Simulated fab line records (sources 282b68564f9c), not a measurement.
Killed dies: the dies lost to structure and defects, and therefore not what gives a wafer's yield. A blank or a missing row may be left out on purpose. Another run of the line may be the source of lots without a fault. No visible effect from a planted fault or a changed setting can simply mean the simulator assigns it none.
fab line records	flow ritCmos
[record] lots = 5	wafers = 15	lastDay = 7
route steps=202 shown PLDD@116 SPACER@125 NSD@131 PSD@142 SDANNEAL@153 SILICIDE@161 M1@202
lots with no fault: from the same line, run without faults
startH: hours from the record's first day to the start of the lot's first wafer shown	waitH: hours since the lot's step before	" identical to the entry in the row above	L1.1+2: a row that stands for several wafers	- either no value or no given start	* or withheld: withheld	< > ~ a bound
route shown NAME@n: NAME is a module with steps in the file, n the number in the route of the first one	usual: mean/standard deviation of fault-free wafers	same: alike in all rows	chamber/n: place in a boat	sites: the reading at each site	_std_site: the values' standard deviation	_edge_site: outer sites' mean less inner sites'	radiusMm: how far each site lies from the wafer's centre	mask NAME#n: copy n	behind: the tool/chamber that last shaped the wafer	hold: the reason the lot was held/the length of the hold in hours/how it ended	device: whichever transistor did not switch (one of n, p or np)	end of line: the same wafers' tests at the end of the route	where a step has no rows: the recipe by itself	killed: at the first sort, the dies lost to defects and structure; wafer yield is something else	map: a wafer's dies, marking killed ones x, the rest . and places with no die _
set.NAME: the run value of the setting; set.NAME@STEP: its run value at that earlier step	model.NAME: the simulator's own value behind a step, which no gauge read
certain route steps with their lots: each step a table, each wafer a row
services: from which hour (startH, from the record's first day; less than 0 if before it) a tool's chamber was out of use, for how many hours, and why
[[steps]]
[step RIT_PLDD_SOFTBAKE_02]
[recipe] resist = NOVOLAK	tempC = 90	timeS = 60
[step RIT_PLDD_EXPOSE_03]
[recipe] maskId = M8	na = 0.57	targetCdNm = 40900	doseMj = 250
[step RIT_PLDD_PEB_04]
[recipe] resist = NOVOLAK	tempC = withheld	timeS = withheld
[step RIT_PLDD_DEVELOP_05]
[recipe] resist = NOVOLAK	developTimeS = 50	devTempC = 23
[step RIT_PLDD_OVL_MEAS_06]
[usual] PLDD_OVL = 0.5/1.3
lot.wafer	tool	chamber	startH	waitH	PLDD_OVL[nm]
L180.1	overlay-02	-	42.94	-	-1.0
L180.2	"	-	"	"	0.8
L180.3	"	-	"	"	1.7
L185.2	overlay-01	-	72.80	-	-1.5
L185.3	"	-	"	"	-1.8
L185.5	"	-	"	"	0.2
L190.1	overlay-01	-	97.90	-	-0.3
L190.3	"	-	"	"	2.0
L190.5	"	-	"	"	1.4
L195.3	overlay-02	-	121.57	-	-1.1
L195.4	"	-	"	"	1.1
L195.6	"	-	"	"	2.5
L201.1	overlay-02	-	150.91	-	0.2
L201.4	"	-	"	"	0.3
L201.5	"	-	"	"	1.0
[step RIT_PLDD_HARDBAKE_07]
[recipe] resist = NOVOLAK	tempC = 140	timeS = 60
[step RIT_PLDD_IMPLANT_08]
[recipe] species = BF2	energyKev = 20	doseCm2 = 9e+14	tiltDeg = 7
[step RIT_PLDD_STRIP_09]
[recipe] chemistry = O2	timeS = 180	resist = NOVOLAK	platenTempC = withheld	powerW = 500	pressureMtorr = 4000	o2FlowSccm = 4000
[usual] drypumpMotorCurrentA = 5.8/0.5
lot.wafer	tool	chamber	startH	waitH	drypumpMotorCurrentA	rfHoursCounterH
L180.1	plasmaAsher-01	1	43.28	0.1	6.3	25
L180.2	"	0	"	"	5.8	25
L180.3	"	0	"	"	5.8	-
L185.2	plasmaAsher-03	0	73.13	0.1	6.4	43
L185.3	"	1	"	"	5.3	-
L185.5	"	0	"	"	6.4	-
L190.1	plasmaAsher-04	1	98.24	0.1	5.1	45
L190.3	"	0	"	"	5.4	-
L190.5	"	0	"	"	5.4	-
L195.3	plasmaAsher-01	1	121.95	0.1	6.3	-
L195.4	"	0	"	"	5.8	-
L195.6	"	1	"	"	6.3	-
L201.1	plasmaAsher-03	1	151.24	0.1	5.3	51
L201.4	"	1	"	"	5.3	-
L201.5	"	1	"	"	5.3	-
[step RIT_PLDD_TW_MEAS_10]
[usual] PLDD_TW = 2339/10
lot.wafer	tool	chamber	startH	waitH	PLDD_TW
L180.1	filmMetro-04	-	43.45	0.1	2337
L180.2	"	-	"	"	2355
L180.3	"	-	"	"	2348
L185.2	filmMetro-04	-	73.31	0.1	2340
L185.3	"	-	"	"	2342
L185.5	"	-	"	"	2346
L190.1	filmMetro-04	-	98.41	0.1	2329
L190.3	"	-	"	"	2325
L190.5	"	-	"	"	2329
L195.3	filmMetro-02	-	122.09	0.1	2361
L195.4	"	-	"	"	2347
L195.6	"	-	"	"	2340
L201.1	filmMetro-03	-	151.42	0.1	2337
L201.4	"	-	"	"	2338
L201.5	"	-	"	"	2354
[step RIT_SPACER_CLEAN_00]
[recipe] chemistry = SC1	mix = 3:3:50	timeS = 600	tempC = 75
[step RIT_SPACER_CLEAN_01]
[recipe] chemistry = dHF	dilution = 50:1	timeS = 30
[step RIT_SPACER_CLEAN_02]
[recipe] chemistry = SC2	mix = 3:3:50	timeS = 600	tempC = 75	dry = n2Spin
[step RIT_SPACER_CVD_03]
[recipe] material = Si3N4	targetThkNm = 250	tempC = 810	precursor = SiH2Cl2/NH3	timeS = 3300	pressureMtorr = 300	sih2cl2FlowSccm = 60	nh3FlowSccm = 150
[usual] sih2cl2FlowSccm = 59.99/0.15	spikeTcCentreC = 812.5/1.5	zonePowerSourcePct = 21.9/0.67
lot.wafer	tool	chamber	startH	waitH	sih2cl2FlowSccm	spikeTcCentreC	zonePowerSourcePct	model.Si3N4_of_SPACER_CVD_03.thkNm
L180.1	lpcvd-02	0	43.91	0.0	60.29	812.4	22.2	247.2
L180.2	"	0	"	"	60.24	814.3	22.2	245.9
L180.3	"	0	"	"	60.29	811.8	22.1	248.8
L185.2	lpcvd-01	0	73.78	0.0	59.84	814.2	21.6	247.5
L185.3	"	0	"	"	59.96	815.8	20.9	249.6
L185.5	"	0	"	"	60.11	811.2	21.1	249.6
L190.1	lpcvd-01	1	99.66	0.8	90.04	812.4	21.6	288.7
L190.3	"	1	"	"	90.01	811.3	21.5	286.8
L190.5	"	1	"	"	89.99	812.1	21.6	287.4
L195.3	lpcvd-01	0	123.05	0.4	60.02	813.8	21.3	247.9
L195.4	"	0	"	"	59.73	814.3	20.9	246.9
L195.6	"	0	"	"	59.75	814.0	21.3	248
L201.1	lpcvd-02	1	151.86	0.0	59.92	810.7	22.9	252
L201.4	"	1	"	"	60.11	812.1	22.9	250.1
L201.5	"	1	"	"	60.06	809.7	23.0	253.4
[step RIT_SPACER_THK_MEAS_04]
[recipe] reads = Si3N4_of_SPACER_CVD_03
[usual] SPACER_NITRIDE_THK = 249.9/2.2
lot.wafer	tool	chamber	startH	waitH	SPACER_NITRIDE_THK[nm]
L180.1	filmMetro-03	-	45.83	0.0	247.2
L180.2	"	-	"	"	246.0
L180.3	"	-	"	"	248.7
L185.2	filmMetro-03	-	75.70	0.0	247.5
L185.3	"	-	"	"	249.9
L185.5	"	-	"	"	249.4
L190.1	filmMetro-01	-	102.54	0.0	288.3
L190.3	"	-	"	"	286.6
L190.5	"	-	"	"	287.6
L195.3	filmMetro-01	-	124.99	0.0	247.7
L195.4	"	-	"	"	246.8
L195.6	"	-	"	"	248.0
L201.1	filmMetro-04	-	153.78	0.0	252.2
L201.4	"	-	"	"	250.2
L201.5	"	-	"	"	253.4
[step RIT_SPACER_ETCHBACK_05]
[recipe] targetDepthA = 2500	SF6_flow_sccm = 30	CHF3_flow_sccm = 30	target = Si3N4	chemistry = SF6/CHF3	pressureMtorr = 40	rfW = 250	timeS = 240	stopOn = SiO2
[usual] drypumpMotorCurrentA = 5.7/0.42	oesProductAu = 0.840/0.013	throttleValvePct = 10.31/0.18
lot.wafer	tool	chamber	startH	waitH	drypumpMotorCurrentA	oesProductAu	rfHoursCounterH	throttleValvePct	model.etch.depthNm
L180.1	rieDiel-01	3	45.89	0.1	5.4	0.853	131	10.03	247.2
L180.2	"	0	"	"	5.3	0.839	3	10.23	245.9
L180.3	"	2	"	"	5.5	0.830	22	10.53	248.8
L185.2	rieDiel-03	0	75.75	0.0	5.3	0.846	43	10.62	247.5
L185.3	"	1	"	"	5.6	0.858	159	10.26	249.6
L185.5	"	3	"	"	5.4	0.827	-	10.52	249.6
L190.1	rieDiel-04	1	102.60	0.1	6.7	0.939	6	10.32	288.7
L190.3	"	2	"	"	5.5	0.946	0	10.11	286.8
L190.5	"	1	"	"	6.7	0.936	-	10.33	287.4
L195.3	rieDiel-01	1	125.03	0.0	6.3	0.824	48	10.36	247.9
L195.4	"	3	"	"	5.4	0.854	132	10.02	246.9
L195.6	"	0	"	"	5.3	0.838	-	10.23	248
L201.1	rieDiel-01	0	153.84	0.1	5.3	0.862	5	10.25	252
L201.4	"	2	"	"	5.5	0.840	24	10.54	250.1
L201.5	"	3	"	"	5.4	0.866	-	10.05	253.4
[step RIT_NSD_HMDS_00]
[recipe] primeTimeS = 60	primeTempC = 140
[step RIT_NSD_COAT_01]
[recipe] resist = NOVOLAK	spinRpm = 3250	resistThkNm = 1000
[step RIT_NSD_SOFTBAKE_02]
[recipe] resist = NOVOLAK	tempC = 90	timeS = 60
[step RIT_NSD_EXPOSE_03]
[recipe] maskId = M9	na = 0.57	targetCdNm = 40700	doseMj = 250
[step RIT_NSD_PEB_04]
[recipe] resist = NOVOLAK	tempC = withheld	timeS = withheld
[step RIT_NSD_DEVELOP_05]
[recipe] resist = NOVOLAK	developTimeS = 50	devTempC = 23
[step RIT_NSD_OVL_MEAS_06]
[usual] NSD_OVL = -0.8/1.5
lot.wafer	tool	chamber	startH	waitH	NSD_OVL[nm]
L180.1	overlay-01	-	47.01	-	-2.7
L180.2	"	-	"	"	-2.0
L180.3	"	-	"	"	0.4
L185.2	overlay-02	-	76.76	-	0.8
L185.3	"	-	"	"	-1.2
L185.5	"	-	"	"	1.3
L190.1	overlay-01	-	103.72	-	-1.1
L190.3	"	-	"	"	-2.3
L190.5	"	-	"	"	-2.1
L195.3	overlay-01	-	126.04	-	-0.3
L195.4	"	-	"	"	0.3
L195.6	"	-	"	"	2.0
L201.1	overlay-01	-	154.96	-	-1.6
L201.4	"	-	"	"	-2.2
L201.5	"	-	"	"	-2.5
[step RIT_NSD_HARDBAKE_07]
[recipe] resist = NOVOLAK	tempC = 140	timeS = 60
[step RIT_NSD_IMPLANT_08]
[recipe] species = P	energyKev = 25	doseCm2 = 1e+15	tiltDeg = 7
[step RIT_NSD_STRIP_09]
[recipe] chemistry = O2	timeS = 180	resist = NOVOLAK	platenTempC = withheld	powerW = 500	pressureMtorr = 4000	o2FlowSccm = 4000
[usual] drypumpMotorCurrentA = 5.9/0.57
lot.wafer	tool	chamber	startH	waitH	drypumpMotorCurrentA	rfHoursCounterH
L180.1	plasmaAsher-04	1	47.35	0.1	5.1	40
L180.2	"	0	"	"	5.4	40
L180.3	"	1	"	"	5.0	-
L185.2	plasmaAsher-02	1	77.09	0.1	5.7	43
L185.3	"	1	"	"	5.7	-
L185.5	"	0	"	"	6.6	-
L190.1	plasmaAsher-04	0	104.09	0.1	5.4	46
L190.3	"	0	"	"	5.4	-
L190.5	"	1	"	"	5.1	-
L195.3	plasmaAsher-02	1	126.42	0.1	5.7	-
L195.4	"	0	"	"	6.6	-
L195.6	"	0	"	"	6.6	-
L201.1	plasmaAsher-02	1	155.45	0.1	5.8	51
L201.4	"	0	"	"	6.6	-
L201.5	"	0	"	"	6.6	-
[step RIT_NSD_TW_MEAS_10]
[usual] NSD_TW = 3110/14
lot.wafer	tool	chamber	startH	waitH	NSD_TW
L180.1	filmMetro-04	-	47.52	0.1	3123
L180.2	"	-	"	"	3138
L180.3	"	-	"	"	3127
L185.2	filmMetro-03	-	77.27	0.1	3122
L185.3	"	-	"	"	3117
L185.5	"	-	"	"	3124
L190.1	filmMetro-02	-	104.26	0.1	3108
L190.3	"	-	"	"	3098
L190.5	"	-	"	"	3113
L195.3	filmMetro-02	-	126.56	0.1	3144
L195.4	"	-	"	"	3134
L195.6	"	-	"	"	3115
L201.1	filmMetro-03	-	155.62	0.1	3096
L201.4	"	-	"	"	3106
L201.5	"	-	"	"	3114
[step RIT_PSD_HMDS_00]
[recipe] primeTimeS = 60	primeTempC = 140
[step RIT_PSD_COAT_01]
[recipe] resist = NOVOLAK	spinRpm = 3250	resistThkNm = 1000
[step RIT_PSD_SOFTBAKE_02]
[recipe] resist = NOVOLAK	tempC = 90	timeS = 60
[step RIT_PSD_EXPOSE_03]
[recipe] maskId = M10	na = 0.57	targetCdNm = 40900	doseMj = 250
[step RIT_PSD_PEB_04]
[recipe] resist = NOVOLAK	tempC = withheld	timeS = withheld
[step RIT_PSD_DEVELOP_05]
[recipe] resist = NOVOLAK	developTimeS = 50	devTempC = 23
[step RIT_PSD_OVL_MEAS_06]
[usual] PSD_OVL = -0.6/1.3
lot.wafer	tool	chamber	startH	waitH	PSD_OVL[nm]
L180.1	overlay-02	-	48.43	-	-2.0
L180.2	"	-	"	"	-3.0
L180.3	"	-	"	"	-2.9
L185.2	overlay-02	-	78.30	-	-0.2
L185.3	"	-	"	"	-0.9
L185.5	"	-	"	"	-1.3
L190.1	overlay-02	-	105.30	-	0.3
L190.3	"	-	"	"	0.4
L190.5	"	-	"	"	0.0
L195.3	overlay-02	-	127.46	-	0.4
L195.4	"	-	"	"	0.2
L195.6	"	-	"	"	0.8
L201.1	overlay-02	-	156.59	-	-2.9
L201.4	"	-	"	"	-1.7
L201.5	"	-	"	"	-1.1
[step RIT_PSD_HARDBAKE_07]
[recipe] resist = NOVOLAK	tempC = 140	timeS = 60
[step RIT_PSD_IMPLANT_08]
[recipe] species = BF2	energyKev = 27	doseCm2 = 5e+15	tiltDeg = 7
[step RIT_PSD_STRIP_09]
[recipe] chemistry = O2	timeS = 180	resist = NOVOLAK	platenTempC = withheld	powerW = 500	pressureMtorr = 4000	o2FlowSccm = 4000
[usual] drypumpMotorCurrentA = 6.0/0.48
lot.wafer	tool	chamber	startH	waitH	drypumpMotorCurrentA	rfHoursCounterH
L180.1	plasmaAsher-03	0	48.77	0.1	6.3	41
L180.2	"	1	"	"	5.3	41
L180.3	"	1	"	"	5.2	-
L185.2	plasmaAsher-01	1	78.63	0.1	6.3	28
L185.3	"	0	"	"	5.9	-
L185.5	"	0	"	"	5.9	-
L190.1	plasmaAsher-03	1	105.64	0.1	5.3	46
L190.3	"	0	"	"	6.4	-
L190.5	"	0	"	"	6.4	-
L195.3	plasmaAsher-03	0	127.85	0.1	6.4	-
L195.4	"	1	"	"	5.2	-
L195.6	"	0	"	"	6.4	-
L201.1	plasmaAsher-01	0	156.92	0.1	5.8	37
L201.4	"	0	"	"	5.8	-
L201.5	"	0	"	"	5.8	-
[step RIT_PSD_TW_MEAS_10]
[usual] PSD_TW = 3412/14
lot.wafer	tool	chamber	startH	waitH	PSD_TW
L180.1	filmMetro-02	-	48.94	0.1	3405
L180.2	"	-	"	"	3367
L180.3	"	-	"	"	3389
L185.2	filmMetro-04	-	78.82	0.1	3425
L185.3	"	-	"	"	3432
L185.5	"	-	"	"	3419
L190.1	filmMetro-04	-	105.81	0.1	3412
L190.3	"	-	"	"	3399
L190.5	"	-	"	"	3377
L195.3	filmMetro-04	-	127.98	0.1	3425
L195.4	"	-	"	"	3417
L195.6	"	-	"	"	3409
L201.1	filmMetro-04	-	157.10	0.1	3398
L201.4	"	-	"	"	3395
L201.5	"	-	"	"	3392
[step RIT_SDANNEAL_CLEAN_00]
[recipe] chemistry = SC1	mix = 3:3:50	timeS = 600	tempC = 75
[step RIT_SDANNEAL_CLEAN_01]
[recipe] chemistry = dHF	dilution = 50:1	timeS = 30
[step RIT_SDANNEAL_CLEAN_02]
[recipe] chemistry = SC2	mix = 3:3:50	timeS = 600	tempC = 75	dry = n2Spin
[step RIT_SDANNEAL_RTA_03]
[recipe] tempC = 1050	timeS = 5	idleTempC = 600	rampUpCPerS = 342	rampDownCPerS = 171	coolToC = 600	ambient = N2
[usual] wafer_temp_C_max = 1053.6/1.1
lot.wafer	tool	chamber	startH	waitH	wafer_temp_C_max
L180.1	rtpAnneal-01	0	49.55	0.0	1055.0
L180.2	"	0	"	"	1053.4
L180.3	"	0	"	"	1058.0
L185.2	rtpAnneal-02	0	79.26	0.0	1053.6
L185.3	"	0	"	"	1052.6
L185.5	"	0	"	"	1053.5
L190.1	rtpAnneal-01	0	106.41	0.0	1054.4
L190.3	"	0	"	"	1055.1
L190.5	"	0	"	"	1053.8
L195.3	rtpAnneal-02	0	128.76	0.0	1052.7
L195.4	"	0	"	"	1054.4
L195.6	"	0	"	"	1054.1
L201.1	rtpAnneal-02	0	157.56	0.0	1053.4
L201.4	"	0	"	"	1051.8
L201.5	"	0	"	"	1054.1
[step RIT_SDANNEAL_RS_MEAS_04]
[recipe] thkMeasGauge = four-point-probe
[usual] PSD_RS = 115.8/0.34
lot.wafer	tool	chamber	startH	waitH	PSD_RS[ohm/sq]
L180.1	filmMetro-04	-	49.66	0.1	115.9
L180.2	"	-	"	"	115.9
L180.3	"	-	"	"	116.2
L185.2	filmMetro-03	-	79.37	0.1	115.7
L185.3	"	-	"	"	115.7
L185.5	"	-	"	"	115.4
L190.1	filmMetro-04	-	106.47	0.0	116.1
L190.3	"	-	"	"	116.6
L190.5	"	-	"	"	116.7
L195.3	filmMetro-04	-	128.84	0.1	116.2
L195.4	"	-	"	"	115.7
L195.6	"	-	"	"	116.1
L201.1	filmMetro-04	-	157.61	0.0	115.9
L201.4	"	-	"	"	116.3
L201.5	"	-	"	"	116.2
[step RIT_SILICIDE_WET_ETCH_00]
[recipe] chemistry = BOE	target = SiO2	targetDepthNm = 14	timeS = 15	dry = n2Spin	dilution = 10:1	tempC = 21.5
[usual] bathHeatDutyPct = 1.8/0.39
lot.wafer	tool	chamber	startH	waitH	bathHeatDutyPct	model.Si3N4_of_SPACER_CVD_03.thkNm
L180.1	wetBench-03	3	50.14	0.1	2.3	192.4
L180.2	"	3	"	"	2.2	191.2
L180.3	"	3	"	"	1.6	193.3
L185.2	wetBench-02	2	79.83	0.1	1.2	193.5
L185.3	"	2	"	"	1.7	195.4
L185.5	"	2	"	"	1.4	195.1
L190.1	wetBench-03	0	106.95	0.1	1.2	225.1
L190.3	"	0	"	"	1.6	225
L190.5	"	0	"	"	1.4	224
L195.3	wetBench-02	2	129.28	0.1	1.8	193.3
L195.4	"	2	"	"	1.5	192
L195.6	"	2	"	"	1.2	192.5
L201.1	wetBench-02	3	158.09	0.1	1.6	196.6
L201.4	"	3	"	"	1.9	195.4
L201.5	"	3	"	"	1.7	197.5
[step RIT_M1_PROBE_99]
[usual] killedAtFrontEnd = 7.1/3	killedDies = 7.2/3	killedOpen = 3.7/2	killedShort = 3.5/2
[same] grossDies = 264	killed_at_M0_to_M3 = 0	killed_at_M4_up = 0	killedAtBackSide = 0	killedAtContacts = 0	killedAtOther = 0
lot.wafer	tool	chamber	startH	waitH	killedAtFrontEnd	killedDies	killedOpen	killedShort	model.etest.pplusSal.widthNm	model.etest.nplusSal.widthNm	model.etest.nmos_0p15.rOnOhmUm	model.etest.nwellPinched.rsOhmSq	model.etest.pwellPinched.rsOhmSq	model.etest.nmos_0p3.driveUaUm	model.etest.contactNplus.endOhmUm	model.etest.fieldPMetal.vtV
L180.1	prober-01	-	57.80	0.1	7	7	2	5	3475	3448	1148	339.1	466.5	235.5	41.61	-29.6
L180.2	prober-01	-	57.85	0.1	8	8	6	2	3455	3451	1156	340.5	464.4	236.9	41.8	-29.25
L180.3	prober-01	-	57.90	0.2	16	16	9	7	3437	3447	1166	338.1	465.3	230.4	43.14	-29.01
L185.2	prober-02	-	87.48	0.1	5	5	4	1	3424	3436	1131	335.6	462.8	215.9	41.54	-28.32
L185.3	prober-02	-	87.53	0.2	8	8	3	5	3428	3451	1123	335.9	460.2	215.2	42.11	-28.59
L185.5	prober-02	-	87.63	0.2	3	3	2	1	3431	3442	1116	334.3	459	214.3	41.35	-29.16
L190.1	prober-01	-	113.86	0.1	11	11	9	2	3344	3368	1056	312.4	437.5	211.8	36.44	-31.35
L190.3	prober-01	-	113.96	0.2	5	5	2	2	3354	3347	1045	310.1	437.7	207.8	36.91	-31.36
L190.5	prober-01	-	114.06	0.2	5	5	3	2	3382	3352	1025	314.7	436.6	218.6	36.85	-31.78
L195.3	prober-02	-	138.79	0.2	6	6	4	2	3449	3439	1180	338	455.7	222.9	41.52	-29.48
L195.4	prober-02	-	138.84	0.2	8	8	4	4	3441	3421	1182	340.1	467.3	225	41.11	-29.27
L195.6	prober-02	-	138.94	0.2	5	5	3	2	3447	3444	1194	337.9	458.9	222.8	40.29	-29.26
L201.1	prober-02	-	165.45	0.1	3	3	0	3	3455	3470	1064	337.8	453.5	226.2	39.2	-29.19
L201.4	prober-02	-	165.60	0.2	10	10	5	5	3448	3445	1058	336	455	227.5	41.22	-29.75
L201.5	prober-02	-	165.65	0.2	9	9	2	7	3438	3433	1075	337.6	453.6	225.7	40.9	-29.8
// killed by level:class
L180.1 SPACER:geometricParticle:short=3 FOX1:geometricParticle:open=1 FOX2:geometricParticle:short=1 GATE:geometricParticle:short=1 SILICIDE:geometricParticle:open=1
L180.2 GATE:geometricParticle:open=5 FOX1:geometricParticle:short=1 FOX1:geometricParticle:open=1 SPACER:geometricParticle:short=1
L180.3 SILICIDE:geometricParticle:open=4 FOX2:geometricParticle:short=3 GATE:geometricParticle:open=3 FOX1:geometricParticle:short=2 GATE:geometricParticle:short=2 FOX1:geometricParticle:open=1 FOX2:geometricParticle:open=1
L185.2 GATE:geometricParticle:open=2 FOX2:geometricParticle:open=1 SPACER:geometricParticle:open=1 SPACER:geometricParticle:short=1
L185.3 GATE:geometricParticle:short=2 FOX1:geometricParticle:open=1 FOX1:geometricParticle:short=1 FOX2:geometricParticle:short=1 GATE:geometricParticle:open=1 REOX:geometricParticle:short=1 SILICIDE:geometricParticle:open=1
L185.5 FOX1:geometricParticle:short=1 GATE:geometricParticle:open=1 SPACER:geometricParticle:open=1
L190.1 GATE:geometricParticle:open=3 REOX:geometricParticle:open=3 FOX1:geometricParticle:short=1 FOX1:geometricParticle:open=1 FOX2:geometricParticle:open=1 REOX:geometricParticle:short=1 SILICIDE:geometricParticle:open=1
L190.3 GATE:geometricParticle:short=2 FOX2:geometricParticle:open=1 GATE:geometricParticle:open=1 PLDD:coatMicrobubblePrinted=1
L190.5 GATE:geometricParticle:open=3 FOX1:geometricParticle:short=1 GATE:geometricParticle:short=1
L195.3 REOX:geometricParticle:open=3 SPACER:geometricParticle:short=2 GATE:geometricParticle:open=1
L195.4 FOX1:geometricParticle:open=2 FOX1:geometricParticle:short=2 FOX2:geometricParticle:short=1 GATE:geometricParticle:open=1 GATE:geometricParticle:short=1 SILICIDE:geometricParticle:open=1
L195.6 FOX1:geometricParticle:short=1 GATE:geometricParticle:open=1 GATE:geometricParticle:short=1 REOX:geometricParticle:open=1 SILICIDE:geometricParticle:open=1
L201.1 REOX:geometricParticle:short=2 FOX1:geometricParticle:short=1
L201.4 FOX1:geometricParticle:open=2 FOX1:geometricParticle:short=2 GATE:geometricParticle:open=2 REOX:geometricParticle:short=2 FOX2:geometricParticle:open=1 SILICIDE:geometricParticle:short=1
L201.5 GATE:geometricParticle:short=3 REOX:geometricParticle:open=2 FOX1:geometricParticle:short=1 FOX2:geometricParticle:short=1 REOX:geometricParticle:short=1 SPACER:geometricParticle:short=1
[[services]]
tool	chamber	startH	hours	kind
rieDiel-04	0	19.34	8.1	repair
plasmaAsher-03	-	20.85	0.4	repair
rieDiel-04	2	22.64	19.4	repair
lpcvd-01	-	25.05	6.1	pm
plasmaAsher-02	-	34.92	0.8	repair
lpcvd-01	-	56.69	6.0	pm
rieDiel-01	-	64.93	14.6	pm
plasmaAsher-03	-	66.92	2.8	pm
rieDiel-04	2	82.42	-	clean
rieDiel-04	2	82.42	12.5	scheduledDown
rieDiel-04	2	82.42	12.5	ventCycle
rieDiel-03	2	89.44	15.4	repair
rieDiel-03	1	104.86	-	clean
rieDiel-03	1	104.86	14.5	scheduledDown
rieDiel-03	1	104.86	14.5	ventCycle
plasmaAsher-04	-	108.75	9.0	pm
plasmaAsher-04	0	108.75	9.0	ventCycle
plasmaAsher-04	1	108.75	9.0	ventCycle
lpcvd-02	-	116.41	6.0	pm
plasmaAsher-04	0	117.75	-	clean
plasmaAsher-04	1	117.75	-	clean
plasmaAsher-04	-	135.51	1.5	repair
rieDiel-04	-	144.67	1.0	repair
rieDiel-03	-	151.04	14.6	pm
[[key]]
[firstSign] step = RIT_SPACER_CVD_03	reading = sih2cl2FlowSccm	direction = up	sigmas = 99+	usual = 59.99	struck = 90.01
[effect] step = RIT_SPACER_THK_MEAS_04	reading = SPACER_NITRIDE_THK	direction = up	sigmas = 17	usual = 249.9	struck = 287.5
[effect] step = RIT_SPACER_ETCHBACK_05	reading = oesProductAu	direction = up	sigmas = 7.5	usual = 0.840	struck = 0.940
[modelEffect] step = RIT_SPACER_CVD_03	value = Si3N4_of_SPACER_CVD_03.thkNm	without = 251.9	struck = 287.6
[modelEffect] step = RIT_SPACER_ETCHBACK_05	value = etch.depthNm	without = 251.9	struck = 287.6
[modelEffect] step = RIT_SILICIDE_WET_ETCH_00	value = Si3N4_of_SPACER_CVD_03.thkNm	without = 196.7	struck = 224.7
[modelEffect] step = RIT_M1_PROBE_99	value = etest.pplusSal.widthNm	without = 3431	struck = 3360
metAt RIT_SPACER_CVD_03
struckWafers L190.1,L190.3,L190.5
testerLeftOut L190
[fault] kind = processParameterDrift	tool = lpcvd-01	chamber = 1	onsetH = 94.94	steps = RIT_SPACER_CVD_03	channel = sih2cl2FlowSccm	offset = 30	shape = step	endH = 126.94	actsIn = theseRecipesOnly	stated = 60
// testerLeftOut: of these lots the tester's yield and bins aren't shown, on N5 and GAA mostly nor the transistor test; their killed dies are dies lost to structure and defects alone, not to doping, threshold or leakage, so they don't give the yield
